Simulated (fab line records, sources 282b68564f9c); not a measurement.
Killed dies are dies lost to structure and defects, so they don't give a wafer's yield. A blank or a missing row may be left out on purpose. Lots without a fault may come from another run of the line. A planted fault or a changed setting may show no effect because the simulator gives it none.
fab line records | flow rit_cmos
record lots=5 wafers=15 last_day=7
route steps=202 shown GATE@77 FOX2@80 M1@202
lots that met no fault: from a run of the same line without faults
start_h: hours from the record's first day to the start of the lot's first wafer shown | wait_h: hours since the lot's step before | " the same as in the row above | L1.1+2: a row that stands for several wafers | - no value, or no start given | * or withheld: withheld | < > ~ a bound
route shown NAME@n: a module of which the file shows steps, and the number in the route of the first | usual: mean/standard deviation of fault-free wafers | same: alike in all rows | chamber/n: place in a boat | sites: the reading at each site | _std_site: their standard deviation | _edge_site: outer sites' mean less inner sites' | radius_mm: how far each site lies from the wafer's centre | mask NAME#n: copy n | behind: the tool/chamber that last shaped the wafer | hold: why the lot was held/for how many hours/how that ended | device: the transistor (n, p or np) that didn't switch | end of line: the same wafers' tests at the end of the route | a step without rows: its recipe alone | killed: dies lost to structure and defects at the first sort, not the wafer's yield | map: a wafer's dies, x killed, . not, _ none there
set.NAME: the setting as run; set.NAME@STEP: as run at that earlier step | model.NAME: the simulator's own value behind a step, which no gauge read
lots at some steps of the route; a table a step, a row a wafer
services: from which hour (start_h, from the record's first day; less than 0 if before it) a tool's chamber was out of use, for how many hours, and why
## steps
# step RIT_GATE_CLEAN_02
# recipe chemistry=dHF dilution=50:1 time_s=30
# step RIT_GATE_CLEAN_03
# recipe chemistry=SC2 mix=3:3:50 time_s=600 temp_c=75 dry=n2_spin
# step RIT_GATE_CLEAN_04
# recipe chemistry=dHF dilution=50:1 time_s=60 dry=n2_spin
# step RIT_FOX2_THK_MEAS_91
# recipe reads=SiO2_of_FOX2_OXIDATION_00
# usual FIELD_OXIDE_LEFT_2_THK=258/6.5
# columns lot.wafer tool chamber start_h wait_h FIELD_OXIDE_LEFT_2_THK[nm]
L587.1 film_metro-04 - 31.50 0.0 252
L587.3 " - " " 249
L587.6 " - " " 254
L590.2 film_metro-02 - 47.92 0.0 257
L590.3 " - " " 262
L590.5 " - " " 260
L601.4 film_metro-01 - 103.90 0.0 254
L601.5 " - " " 258
L601.6 " - " " 253
L608.1 film_metro-01 - 136.52 0.0 261
L608.3 " - " " 263
L608.6 " - " " 268
L610.1 film_metro-02 - 146.39 0.0 245
L610.5 " - " " 245
L610.6 " - " " 249
# step RIT_GATE_OXIDATION_05
# recipe temp_c=900 ambient=O2 target_thk_a=30 ox_time_s=270
# step RIT_GATE_ANNEAL_06
# recipe temp_c=900 time_s=600 ambient=N2O
# step RIT_GATE_THK_MEAS_07
# recipe reads=SiO2_of_GATE_OXIDATION_05
# usual GATE_OXIDE_THK=3.03/0.07
# columns lot.wafer tool chamber start_h wait_h GATE_OXIDE_THK[nm]
L587.1 film_metro-01 - 32.99 0.0 2.92
L587.3 " - " " 3.00
L587.6 " - " " 3.07
L590.2 film_metro-02 - 50.34 0.0 2.99
L590.3 " - " " 3.02
L590.5 " - " " 3.04
L601.4 film_metro-04 - 105.28 0.0 3.04
L601.5 " - " " 3.13
L601.6 " - " " 3.01
L608.1 film_metro-02 - 138.38 0.0 3.01
L608.3 " - " " 2.95
L608.6 " - " " 2.97
L610.1 film_metro-01 - 148.38 0.0 2.84
L610.5 " - " " 2.82
L610.6 " - " " 2.92
# step RIT_GATE_CVD_08
# recipe material=poly-Si target_thk_nm=250 temp_c=610 precursor=SiH4 time_s=2220 pressure_mtorr=300 sih4_flow_sccm=100
# step RIT_GATE_THK_MEAS_09
# recipe reads=poly-Si_of_GATE_CVD_08
# usual GATE_POLY_THK=251.2/2.1
# columns lot.wafer tool chamber start_h wait_h GATE_POLY_THK[nm]
L587.1 film_metro-01 - 35.15 0.0 253.7
L587.3 " - " " 252.8
L587.6 " - " " 253.2
L590.2 film_metro-02 - 52.02 0.0 247.7
L590.3 " - " " 247.3
L590.5 " - " " 248.2
L601.4 film_metro-01 - 106.96 0.0 253.8
L601.5 " - " " 251.0
L601.6 " - " " 251.7
L608.1 film_metro-01 - 140.86 0.0 250.5
L608.3 " - " " 250.6
L608.6 " - " " 252.4
L610.1 film_metro-01 - 152.16 0.0 253.5
L610.5 " - " " 254.6
L610.6 " - " " 253.4
# step RIT_GATE_HMDS_10
# recipe prime_time_s=60 prime_temp_c=140
# step RIT_GATE_COAT_11
# recipe resist=NOVOLAK spin_rpm=4250 resist_thk_nm=850
# step RIT_GATE_SOFTBAKE_12
# recipe resist=NOVOLAK temp_c=90 time_s=61.23
# usual plate_sensor_t_centre_C=90.969/0.012 plate_sensor_t_edge_C=91.021/0.0093
# columns lot.wafer tool chamber start_h wait_h plate_sensor_t_centre_C plate_sensor_t_edge_C
L587.1 litho_track-04 0 35.51 0.1 90.969 91.032
L587.3 " 0 " " 90.969 91.020
L587.6 " 0 " " 90.998 91.025
L590.2 litho_track-03 0 52.39 0.1 90.977 91.022
L590.3 " 0 " " 90.954 91.018
L590.5 " 0 " " 90.974 91.012
L601.4 litho_track-01 0 107.42 0.1 90.961 91.029
L601.5 " 0 " " 90.978 91.034
L601.6 " 0 " " 90.982 91.012
L608.1 litho_track-01 0 141.22 0.1 90.971 91.017
L608.3 " 0 " " 90.966 91.002
L608.6 " 0 " " 90.973 91.019
L610.1 litho_track-04 0 152.52 0.1 90.966 91.020
L610.5 " 0 " " 90.969 91.033
L610.6 " 0 " " 90.951 91.022
# step RIT_GATE_EXPOSE_13
# recipe mask_id=M6 na=0.6 source_shape=conventional sigma_outer=0.6 target_cd_nm=150 dose_mj=380
# columns lot.wafer tool chamber start_h wait_h mask
L587.1+3+6 iline_stepper-02 0 35.78 0.2 M6#0
L590.2+3+5 iline_stepper-01 0 52.54 0.1 M6_R1#0
L601.4+5+6 iline_stepper-01 0 107.68 0.2 M6#0
L608.1+3+6 iline_stepper-01 0 141.50 0.2 M6#0
L610.1+5+6 iline_stepper-01 0 152.80 0.2 M6#0
# step RIT_GATE_PEB_14
# recipe resist=NOVOLAK temp_c=withheld time_s=withheld
# step RIT_GATE_DEVELOP_15
# recipe resist=NOVOLAK develop_time_s=50 dev_temp_c=23
# step RIT_GATE_CD_MEAS_16
# recipe target_cd_nm=150
# usual cd_nm=149.6/2.4
# columns lot.wafer tool chamber start_h wait_h cd_nm
L587.1 cd_sem-01 - 36.18 - 148.2
L587.3 " - " " 146.5
L587.6 " - " " 147.2
L590.2 cd_sem-02 - 52.94 - 137.3
L590.3 " - " " 137.7
L590.5 " - " " 136.2
L601.4 cd_sem-01 - 108.08 - 148.3
L601.5 " - " " 149.3
L601.6 " - " " 148.3
L608.1 cd_sem-02 - 141.99 - 150.4
L608.3 " - " " 153.2
L608.6 " - " " 150.3
L610.1 cd_sem-02 - 153.20 - 151.8
L610.5 " - " " 151.4
L610.6 " - " " 152.7
# step RIT_GATE_OVL_MEAS_17
# usual GATE_OVL=-1.4/1.2
# columns lot.wafer tool chamber start_h wait_h GATE_OVL[nm]
L587.1 overlay-02 - 36.30 0.1 -3.0
L587.3 " - " " -3.6
L587.6 " - " " -2.2
L590.2 overlay-02 - 53.04 0.1 -2.0
L590.3 " - " " -0.1
L590.5 " - " " 0.4
L601.4 overlay-01 - 108.15 0.1 -0.1
L601.5 " - " " -0.9
L601.6 " - " " -1.9
L608.1 overlay-01 - 142.11 0.1 -1.3
L608.3 " - " " -1.4
L608.6 " - " " -0.9
L610.1 overlay-01 - 153.32 0.1 -3.0
L610.5 " - " " -1.8
L610.6 " - " " -1.2
# step RIT_GATE_HARDBAKE_18
# recipe resist=NOVOLAK temp_c=140 time_s=60
# step RIT_GATE_ETCH_19
# recipe chemistry=SF6/CHF3/O2 time_s=165 SF6_flow_sccm=30 CHF3_flow_sccm=30 O2_flow_sccm=5 target=poly-Si pressure_mtorr=40 rf_w=160 target_depth_a=3125 over_etch_frac=0.25 stop_on=SiO2
# usual SF6_flow_sccm=30.00/0.083 drypump_motor_current_A=5.7/0.42 oes_product_au=0.850/0.013 throttle_valve_pct=10.26/0.16
# columns lot.wafer tool chamber start_h wait_h SF6_flow_sccm drypump_motor_current_A oes_product_au rf_hours_counter_h throttle_valve_pct model.GATE.cd_nm
L587.1 rie_si-01 2 36.61 0.1 30.10 5.7 0.880 107 10.40 148.1
L587.3 " 1 " " 29.92 5.8 0.867 57 10.23 146.4
L587.6 " 3 " " 30.06 5.8 0.842 - 10.26 147.2
L590.2 rie_si-02 1 53.22 0.1 30.05 5.7 0.826 147 10.43 137.5
L590.3 " 2 " " 29.98 5.4 0.841 109 10.18 137.4
L590.5 " 3 " " 29.99 5.1 0.849 - 10.47 136
L601.4 rie_si-01 2 108.32 0.1 30.02 5.7 0.872 108 10.41 148.1
L601.5 " 1 " " 30.15 5.8 0.866 - 10.22 149.1
L601.6 " 0 " " 30.03 6.5 0.850 - 9.99 148.4
L608.1 rie_si-02 2 142.30 0.1 29.96 5.4 0.848 110 10.21 150.1
L608.3 " 3 " " 30.01 5.1 0.848 39 10.48 153.4
L608.6 " 0 " " 30.17 5.1 0.847 - 10.11 150.2
L610.1 rie_si-02 0 153.50 0.1 29.87 5.0 0.849 4 10.08 151.7
L610.5 " 2 " " 29.98 5.4 0.858 - 10.19 151.1
L610.6 " 0 " " 29.88 5.0 0.848 - 10.11 152.7
# step RIT_GATE_STRIP_20
# recipe chemistry=O2 time_s=180 resist=NOVOLAK platen_temp_c=withheld power_w=500 pressure_mtorr=4000 o2_flow_sccm=4000
# usual drypump_motor_current_A=5.5/0.37 rf_refl_power_W=7.7/1.5
# columns lot.wafer tool chamber start_h wait_h drypump_motor_current_A rf_hours_counter_h rf_refl_power_W
L587.1 plasma_asher-01 1 36.72 0.1 5.7 41 5.3
L587.3 " 0 " " 5.6 - 7.6
L587.6 " 0 " " 5.6 - 7.1
L590.2 plasma_asher-01 1 53.33 0.1 5.6 43 5.1
L590.3 " 1 " " 5.6 - 5.2
L590.5 " 0 " " 5.6 - 7.7
L601.4 plasma_asher-04 1 108.49 0.1 5.6 - 9.7
L601.5 " 1 " " 5.6 - 9.7
L601.6 " 0 " " 5.2 - 7.9
L608.1 plasma_asher-01 0 142.41 0.1 5.6 51 7.6
L608.3 " 0 " " 5.6 - 7.1
L608.6 " 0 " " 5.6 - 7.5
L610.1 plasma_asher-04 0 153.61 0.1 5.2 41 7.7
L610.5 " 0 " " 5.2 - 7.4
L610.6 " 1 " " 5.6 - 9.9
# step RIT_M1_PROBE_99
# usual killed_at_contacts=0.1/0.27 killed_at_front_end=7.2/2.9 killed_dies=7.3/2.9 killed_open=3.6/1.9 killed_short=3.8/1.9
# same gross_dies=264 killed_at_M0_to_M3=0 killed_at_M4_up=0 killed_at_back_side=0 killed_at_other=0
# columns lot.wafer tool chamber start_h wait_h killed_at_contacts killed_at_front_end killed_dies killed_open killed_short model.etest.pmos_0p3.r_on_ohm_um model.etest.pmos_turned.r_on_ohm_um model.etest.pmos_0p15.r_on_ohm_um model.etest.nmos_0p15.r_on_ohm_um model.etest.nmos_0p3.r_on_ohm_um model.etest.nmos_0p15.drive_ua_um model.etest.pmos_0p15.drive_ua_um model.etest.npoly_line.line_ohm_um
L587.1 prober-02 - 59.91 0.1 0 5 5 1 4 6210 3380 2684 1075 2092 493.6 263.8 168.7
L587.3 prober-02 - 60.01 0.2 0 9 9 6 3 6212 3396 2667 1075 2131 490.1 263.4 173.2
L587.6 prober-02 - 60.16 0.2 0 12 12 4 8 6280 3376 2701 1092 2122 488.9 262.4 170.3
L590.2 prober-02 - 73.61 0.1 0 7 7 4 3 6083 3228 2535 1056 2089 514.2 283.1 191
L590.3 prober-02 - 73.66 0.2 0 11 11 5 6 5973 3162 2502 1027 2061 529.5 287.8 189.7
L590.5 prober-02 - 73.76 0.2 0 7 7 2 4 6173 3306 2554 1071 2116 519.4 282.6 194.8
L601.4 prober-01 - 128.29 0.2 0 5 5 2 3 6565 3822 2962 1142 2183 459.8 238.2 174.5
L601.5 prober-01 - 128.34 0.2 1 7 8 3 5 6738 3823 3033 1166 2246 455.1 231.5 175.1
L601.6 prober-01 - 128.39 0.2 0 6 6 3 3 6583 3707 2951 1145 2206 460.4 237.3 173.4
L608.1 prober-02 - 166.02 0.1 0 10 10 6 4 6205 3418 2746 1170 2190 462.8 259.7 168.6
L608.3 prober-02 - 166.12 0.2 0 5 5 4 1 6140 3420 2791 1172 2157 448.6 252.3 161.2
L608.6 prober-02 - 166.27 0.2 0 7 7 2 5 6141 3360 2694 1137 2153 463 261.3 166
L610.1 prober-02 - 174.74 0.1 0 9 9 6 3 5999 3318 2680 1087 2073 479.2 266.7 161.9
L610.5 prober-02 - 174.94 0.2 0 8 8 2 6 6010 3275 2654 1101 2102 482.5 271.6 162.6
L610.6 prober-02 - 174.99 0.2 0 6 6 2 4 6129 3425 2748 1132 2130 465.6 258.9 159.3
# killed by level:class
L587.1 GATE:geometric_particle:short=4 GATE:geometric_particle:open=1
L587.3 GATE:geometric_particle:open=2 GATE:geometric_particle:short=2 REOX:geometric_particle:open=2 FOX1:geometric_particle:open=1 SPACER:geometric_particle:short=1 SILICIDE:geometric_particle:open=1
L587.6 REOX:geometric_particle:short=3 SPACER:geometric_particle:short=3 SPACER:geometric_particle:open=3 FOX2:geometric_particle:open=1 GATE:geometric_particle:short=1 SILICIDE:geometric_particle:short=1
L590.2 FOX1:geometric_particle:open=2 SPACER:geometric_particle:open=2 SILICIDE:geometric_particle:short=2 SPACER:geometric_particle:short=1
L590.3 SPACER:geometric_particle:short=4 SPACER:geometric_particle:open=2 GATE:geometric_particle:short=1 GATE:geometric_particle:open=1 REOX:geometric_particle:open=1 SILICIDE:geometric_particle:short=1 SILICIDE:geometric_particle:open=1
L590.5 ACTIVE:geometric_particle:open=1 FOX1:geometric_particle:short=1 FOX2:geometric_particle:short=1 GATE:geometric_particle:short=1 GATE:geometric_particle:open=1 SPACER:geometric_particle:short=1 GATE:area_expose=1
L601.4 GATE:geometric_particle:short=3 FOX1:geometric_particle:open=1 GATE:geometric_particle:open=1
L601.5 REOX:geometric_particle:short=2 ACTIVE:geometric_particle:short=1 FOX2:geometric_particle:short=1 REOX:geometric_particle:open=1 SPACER:geometric_particle:open=1 SPACER:geometric_particle:short=1 CONTACT:geometric_particle:open=1
L601.6 GATE:geometric_particle:open=2 GATE:geometric_particle:short=2 REOX:geometric_particle:open=1 REOX:geometric_particle:short=1
L608.1 SPACER:geometric_particle:open=3 FOX1:geometric_particle:open=2 GATE:geometric_particle:short=2 REOX:geometric_particle:short=2 GATE:geometric_particle:open=1
L608.3 FOX2:geometric_particle:open=1 GATE:geometric_particle:short=1 GATE:geometric_particle:open=1 REOX:geometric_particle:open=1 SPACER:geometric_particle:open=1
L608.6 REOX:geometric_particle:short=2 REOX:geometric_particle:open=2 FOX1:geometric_particle:short=1 GATE:geometric_particle:short=1 SILICIDE:geometric_particle:short=1
L610.1 GATE:geometric_particle:open=3 REOX:geometric_particle:open=2 FOX1:geometric_particle:short=1 FOX2:geometric_particle:short=1 FOX2:geometric_particle:open=1 SPACER:geometric_particle:short=1
L610.5 GATE:geometric_particle:short=4 SPACER:geometric_particle:open=1 SPACER:geometric_particle:short=1 SILICIDE:geometric_particle:short=1 SILICIDE:geometric_particle:open=1
L610.6 SILICIDE:geometric_particle:short=2 ACTIVE:geometric_particle:open=1 FOX1:geometric_particle:short=1 GATE:geometric_particle:open=1 GATE:geometric_particle:short=1
## services
# columns tool chamber start_h hours kind
iline_stepper-02 - 17.27 1.7 pm
plasma_asher-01 - 27.66 2.8 pm
plasma_asher-01 - 31.34 1.6 repair
rie_si-02 3 54.97 1.6 repair
plasma_asher-01 - 83.32 14.6 pm
iline_stepper-01 - 135.02 2.7 repair
rie_si-02 1 146.04 6.4 repair
rie_si-02 1 152.42 - clean
## key
first_sign step=RIT_GATE_EXPOSE_13 reading=mask direction=changed
effect step=RIT_GATE_CD_MEAS_16 reading=cd_nm direction=down sigmas=5.1 usual=149.6 struck=137.0
model_effect step=RIT_GATE_ETCH_19 value=GATE.cd_nm without=149 struck=137
model_effect step=RIT_M1_PROBE_99 value=etest.pmos_0p3.r_on_ohm_um without=6356 struck=6076
met_at RIT_GATE_EXPOSE_13
struck_wafers L590.2,L590.3,L590.5
tester_left_out L590
fault kind=wrong_mask tool=any chamber=- onset_h=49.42 steps=RIT_GATE_EXPOSE_13 aux_copy=M6_R1#0 cd_offset_nm=-12 scope=struck_lots_only
# tester_left_out: of these lots the tester's yield and bins aren't shown, on N5 and GAA mostly nor the transistor test; their killed dies are dies lost to structure and defects alone, not to doping, threshold or leakage, so they don't give the yield
